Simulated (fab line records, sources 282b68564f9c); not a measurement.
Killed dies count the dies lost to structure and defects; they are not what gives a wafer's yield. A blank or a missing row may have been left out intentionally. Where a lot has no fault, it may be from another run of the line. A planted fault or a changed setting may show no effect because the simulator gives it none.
Which of the tools did it? ; flow rit_cmos ; 13 lots, 39 wafers sampled, at 2 steps of a route of 202

## WHAT EACH GAUGE READ, for each wafer
RIT_GATE_THK_MEAS_09. Usual: GATE_POLY_THK 250.3 nm, standard deviation 2.4.
lot;measured;on;GATE_POLY_THK (nm);flag
L206;day 2 15:35;film_metro-03;253.3 252.4 252.2;
L208;day 2 22:41;film_metro-04;252.0 252.7 253.1;
L209;day 3 03:51;film_metro-03;245.5 245.1 247.3;
L211;day 3 14:11;film_metro-03;253.6 254.2 253.9;
L212;day 3 21:34;film_metro-02;253.4 251.0 253.6;
L215;day 4 12:13;film_metro-03;249.0 249.9 250.3;
L216;day 4 16:04;film_metro-03;249.0 248.5 250.0;
L219;day 5 07:07;film_metro-03;248.2 248.6 249.7;
L221;day 5 16:33;film_metro-03;247.5 248.2 248.2;
L223;day 6 02:11;film_metro-03;193.7 192.9 193.8;OFF
L227;day 6 23:23;film_metro-02;248.3 248.8 248.4;
L228;day 7 09:41;film_metro-03;247.6 249.2 247.4;
L229;day 7 18:56;film_metro-03;249.8 251.0 248.5;

## WHAT TOOL EACH LOT RAN ON (gives the tool, then ch and the chambers of the sampled wafers, and finally the start)
lot;RIT_GATE_CVD_08
L206;lpcvd-02 ch 1, day 2 13:58
L208;lpcvd-02 ch 1, day 2 21:04
L209;lpcvd-01 ch 1, day 3 02:13
L211;lpcvd-02 ch 1, day 3 12:34
L212;lpcvd-01 ch 1, day 3 19:57
L215;lpcvd-02 ch 1, day 4 09:47
L216;lpcvd-01 ch 1, day 4 14:27
L219;lpcvd-01 ch 1, day 5 05:29
L221;lpcvd-01 ch 1, day 5 14:55
L223;lpcvd-02 ch 1, day 6 00:34
L227;lpcvd-01 ch 0, day 6 20:56
L228;lpcvd-01 ch 1, day 7 08:04
L229;lpcvd-01 ch 1, day 7 16:31
- RIT_GATE_CVD_08: deposits poly-Si from SiH4, target thk 250 nm, time 2220 s.

## AS READ BY THE TOOLS THEMSELVES (means over the sampled wafers that have a number; for cases with no such wafer, the mark the record gives instead)
RIT_GATE_CVD_08. Usual: zone_power_source_pct 11.95 %, standard deviation 0.29.
lot;tool;zone_power_source_pct (%);flag
L206;lpcvd-02;11.79;
L208;lpcvd-02;11.78;
L209;lpcvd-01;12.11;
L211;lpcvd-02;11.83;
L212;lpcvd-01;12.08;
L215;lpcvd-02;11.76;
L216;lpcvd-01;11.99;
L219;lpcvd-01;12.09;
L221;lpcvd-01;11.99;
L223;lpcvd-02;11.96;
L227;lpcvd-01;12.23;
L228;lpcvd-01;12.04;
L229;lpcvd-01;12.16;

## THE ANSWER, worked out from the rows above alone
Rule: a lot counts as off when the mean over its wafers that have a number is more than 3 standard deviations away from the usual mean. A lot without any number at a reading at which 4 lots or more have one is off too. Any other lot the step has rows for is counted as sound. Order of review: gauges by route order, followed by the tools' own readings, for which a lot's mean as printed above is used. At the first step where some lot is off, the reading lying furthest off is the one used; lots without a number count as furthest.
Off: at RIT_GATE_THK_MEAS_09 (GATE_POLY_THK), L223.
If a tool, at a process step before that reading, ran all the lots that are off and no sound lot after the first of them, it fits. The gauges at RIT_GATE_THK_MEAS_09 are tried like those tools. One candidate fits, namely lpcvd-02 at RIT_GATE_CVD_08. Its last sound lot is L215 (day 4 09:47), its first lot that is off L223 (day 6 00:34): a fault that began between those two fits.

## WHAT THE SIMULATOR HAD PUT IN
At RIT_GATE_CVD_08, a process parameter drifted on lpcvd-02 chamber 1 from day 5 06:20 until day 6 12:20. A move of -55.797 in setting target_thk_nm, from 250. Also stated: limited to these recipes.
Struck lots among those shown: L223. Same finding as the rule above.
